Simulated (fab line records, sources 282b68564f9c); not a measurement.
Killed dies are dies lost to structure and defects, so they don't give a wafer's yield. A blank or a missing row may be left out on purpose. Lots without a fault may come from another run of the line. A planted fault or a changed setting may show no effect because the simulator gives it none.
A struck lot beside a sound one | flow rit_cmos | 30 steps out of a route of 202
Sound: wafers L693.2, L693.4, L693.5. Struck: wafers L708.1, L708.2, L708.6. The cause comes at the end.
At each step with rows: each side's tool, then ch and its chambers, then its first start. Under that, the readings that differ: sound wafers | struck wafers | difference of the means | sigmas: that difference in standard deviations of wafers without a fault.
alike: readings whose means differ by less than 2 such deviations, and words and numbers that are the same on both sides. not compared: withheld readings, readings that some wafer has no value for, bounds like >300 that may hide the same value, and numbers for which the record gives no deviation and whose values overlap.
The two part at a step that has a row with sigmas, a row that says differs or no value, or rows on one side only. Numbers that don't overlap but have no deviation are shown without sigmas and don't part them. A reading that every wafer of one side lacks parts them only if that side has two wafers or more.

RIT_FOX2_THK_MEAS_01:
  sound on film_metro-02, day 1 20:07; struck on film_metro-03, day 4 22:07
  reading             | sound       | struck      | difference | sigmas
  FOX2_OXIDE_THK (nm) | 358 361 356 | 334 338 337 | -22        | -3
then, 2 steps without rows for these wafers: RIT_FOX2_CLEAN_02 (cleans in dHF, time 180 s); RIT_FOX2_WET_ETCH_03 (etches Si3N4 in H3PO4, target depth 195 nm, time 2700 s).
RIT_FOX2_THK_MEAS_90:
  sound on film_metro-03, day 1 21:03; struck on film_metro-04, day 4 23:46
  reading                     | sound       | struck      | difference | sigmas
  FIELD_OXIDE_LEFT_1_THK (nm) | 330 334 329 | 306 311 310 | -22        | -3
then, 6 steps without rows for these wafers: RIT_NWELL_HMDS_00 (prime time 60 s); RIT_NWELL_COAT_01 (resist thk 1300 nm); RIT_NWELL_SOFTBAKE_02 (time 60 s); RIT_NWELL_EXPOSE_03 (exposes mask M2, target cd 43900 nm); RIT_NWELL_PEB_04; RIT_NWELL_DEVELOP_05 (develop time 68 s).
RIT_NWELL_OVL_MEAS_06:
  sound on overlay-01, day 1 22:07; struck on overlay-01, day 5 00:42
  alike: NWELL_OVL
then, 1 step without rows for these wafers: RIT_NWELL_HARDBAKE_07 (time 120 s).
RIT_NWELL_IMPLANT_08:
  sound on implanter-04 ch 0, day 1 22:25; struck on implanter-02 ch 0, day 5 00:59
  reading            | sound                         | struck                        | difference | sigmas
  dose_ions_cm2      | 5.002e+13 4.999e+13 4.997e+13 | 7.995e+13 7.989e+13 8.001e+13 | +2.996e+13 | +99 or more
  faraday_current_uA | 163 159 159                   | 250 258 250                   | +92        | +30
  alike: beam_energy_keV
RIT_NWELL_STRIP_09: strips in O2, time 180 s.
  sound on plasma_asher-02 ch 1, day 1 22:32; struck on plasma_asher-02 ch 0,1, day 5 01:08
  alike: drypump_motor_current_A
  not compared: rf_hours_counter_h
RIT_NWELL_TW_MEAS_10:
  sound on film_metro-01, day 1 22:44; struck on film_metro-04, day 5 01:19
  reading  | sound          | struck         | difference | sigmas
  NWELL_TW | 2130 2116 2120 | 2501 2502 2488 | +375       | +16
then, 6 steps without rows for these wafers: RIT_PWELL_HMDS_00 (prime time 60 s); RIT_PWELL_COAT_01 (resist thk 1300 nm); RIT_PWELL_SOFTBAKE_02 (time 60 s); RIT_PWELL_EXPOSE_03 (exposes mask M3, target cd 43700 nm); RIT_PWELL_PEB_04; RIT_PWELL_DEVELOP_05 (develop time 68 s).
RIT_PWELL_OVL_MEAS_06:
  sound on overlay-02, day 1 23:47; struck on overlay-01, day 5 02:23
  alike: PWELL_OVL
then, 2 steps without rows for these wafers: RIT_PWELL_HARDBAKE_07 (time 120 s); RIT_PWELL_IMPLANT_08.
RIT_PWELL_STRIP_09: strips in O2, time 180 s.
  sound on plasma_asher-03 ch 0, day 2 00:13; struck on plasma_asher-02 ch 0,1, day 5 02:49
  alike: drypump_motor_current_A
  not compared: rf_hours_counter_h
RIT_PWELL_TW_MEAS_10:
  sound on film_metro-03, day 2 00:24; struck on film_metro-01, day 5 02:59
  reading  | sound       | struck      | difference | sigmas
  PWELL_TW | 978 976 975 | 954 952 952 | -24        | -2
then, 1 step without rows for these wafers: RIT_WELLDRIVE_ANNEAL_00 (time 14700 s).
RIT_WELLDRIVE_RS_MEAS_01: measures by four-point-probe.
  sound on film_metro-03, day 2 05:39; struck on film_metro-04, day 5 08:34
  reading           | sound             | struck            | difference | sigmas
  NWELL_RS (ohm/sq) | 274.9 274.1 274.1 | 207.0 207.0 207.0 | -67.4      | -86
RIT_WELLDRIVE_RS_MEAS_02: measures by four-point-probe.
  sound on film_metro-03, day 2 05:46; struck on film_metro-04, day 5 08:41
  reading           | sound             | struck            | difference | sigmas
  PWELL_RS (ohm/sq) | 428.5 427.3 428.7 | 431.0 429.8 431.2 | +2.5       | +2
RIT_M1_PROBE_99:
  sound on prober-01, day 3 13:35; struck on prober-02, day 6 15:19
  reading                                 | sound             | struck            | difference | sigmas
  model.etest.pmos_0p3.r_on_ohm_um        | 6266 6200 6316    | 6962 6987 7096    | +754       |
  model.etest.pmos_turned.r_on_ohm_um     | 3297 3225 3285    | 3992 4070 4142    | +799       |
  model.etest.pmos_0p15.r_on_ohm_um       | 2690 2623 2696    | 3092 3074 3182    | +446       |
  model.etest.nwell_pinched.rs_ohm_sq     | 334.5 333.7 334.8 | 251.5 247.6 249.4 | -84.8      |
  model.etest.well_edge_left.line_ohm_um  | 183 181.4 182.7   | 131.3 130.6 132.5 | -50.9      |
  model.etest.well_edge_right.line_ohm_um | 184.2 181.9 185.3 | 129 130.8 132.5   | -53        |
  model.etest.pmos_turned.drive_ua_um     | 199.7 205.2 200.5 | 145.8 141.2 136.7 | -60.6      |
  model.etest.pmos_0p15.drive_ua_um       | 261.9 271 262.6   | 213.7 212.5 207.5 | -53.9      |
  alike: killed_at_M0_to_M3, killed_at_front_end, killed_dies, killed_open, killed_short

WHERE THEY PART
First at RIT_FOX2_THK_MEAS_01; last, within this record, at RIT_WELLDRIVE_RS_MEAS_02. Later steps at which nothing parts them and some readings are alike: RIT_M1_PROBE_99.

WHY: what the simulator had put in
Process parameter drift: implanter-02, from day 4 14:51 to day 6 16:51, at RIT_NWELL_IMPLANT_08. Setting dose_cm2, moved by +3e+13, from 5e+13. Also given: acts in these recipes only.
